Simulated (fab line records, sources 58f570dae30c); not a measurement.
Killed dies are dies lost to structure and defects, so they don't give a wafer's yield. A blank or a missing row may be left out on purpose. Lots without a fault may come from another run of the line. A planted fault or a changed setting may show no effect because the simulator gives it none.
Problem report in the 8D (eight disciplines) form, filled by code | flow berkeley_cmos170 | the parts of the form that need people (team, actions taken, sign-off) are left out

1. THE PROBLEM
oes_product_au at UCB170_M3_ETCH_17 reads a mean of 1.27 a.u. on 6 wafers of 2 lots; wafers without a fault read 1.00 a.u. with a standard deviation of 0.036. That is +7.4 standard deviations from the usual mean.
The step: etches BARC in N2/H2.
First seen on wafer L500.1, day 11 05:11, on rie_diel-02. The record holds 18 wafers of 6 lots with a number at this step. Rule for "out", or "out of limits": more than 4 standard deviations from the usual mean. The other wafers with a number count as sound.

2. WHAT IT IS AND WHAT IT IS NOT
question                    | is                     | is not
which readings at this step | oes_product_au         | drypump_motor_current_A, rf_fwd_power_W, throttle_valve_pct
which lots                  | L499, L500             | L492, L493, L504, L505
which wafers of those lots  | all that have a number | -
read on which tools         | rie_diel-02            | rie_diel-01, rie_diel-03
when                        | from day 11 05:11      | up to then (6 sound wafers); but 6 sound wafers of L504, L505 came after

3. SUSPECTS, AND WHAT RULES EACH OUT
Counting: a tool at a process step up to the reading stays a suspect if it ran every lot that is out and no sound lot after the first of them.
- plasma_asher-02 at UCB170_M3_STRIP_07 (strips in O2): ruled out as a lasting fault. Sound lots L504 ran on it after its first lot that is out, L500 (day 11 02:11).
- rie_diel-02 at UCB170_M3_ETCH_17 (etches BARC in N2/H2): kept. It ran every lot that is out, first L500 (day 11 05:11), and no sound lot after that; its last sound lot up to then is L493 (day 10 05:44). Its own readings are out on those wafers: oes_product_au.
Left after counting: rie_diel-02 at UCB170_M3_ETCH_17.

4. THE CAUSE (what the simulator had put in)
Process parameter drift: rie_diel-02, from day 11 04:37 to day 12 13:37, at UCB170_M3_ETCH_17. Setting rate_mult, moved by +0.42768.
Counting left only this tool.

5. THE CHAIN OF EFFECTS, in route order
Each row: a reading whose mean over the struck wafers that have a number lies more than 3 standard deviations from the usual. Only readings for which the record gives a usual standard deviation are gone through. hours: the time from each lot's start at the first step in this table that gives one to its start at this step, as a median over the lots. sigmas: the change in usual standard deviations.
hours | step              | reading        | usual     | on struck wafers | change | sigmas
0     | UCB170_M3_ETCH_17 | oes_product_au | 1.00 a.u. | 1.27             | +0.27  | +7.4
The process steps in it:
- UCB170_M3_ETCH_17: etches BARC in N2/H2.

6. WHAT WOULD HAVE CAUGHT IT SOONER
In this record the first reading out of limits was taken at day 11 05:11, 1 hour after the fault began at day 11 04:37.
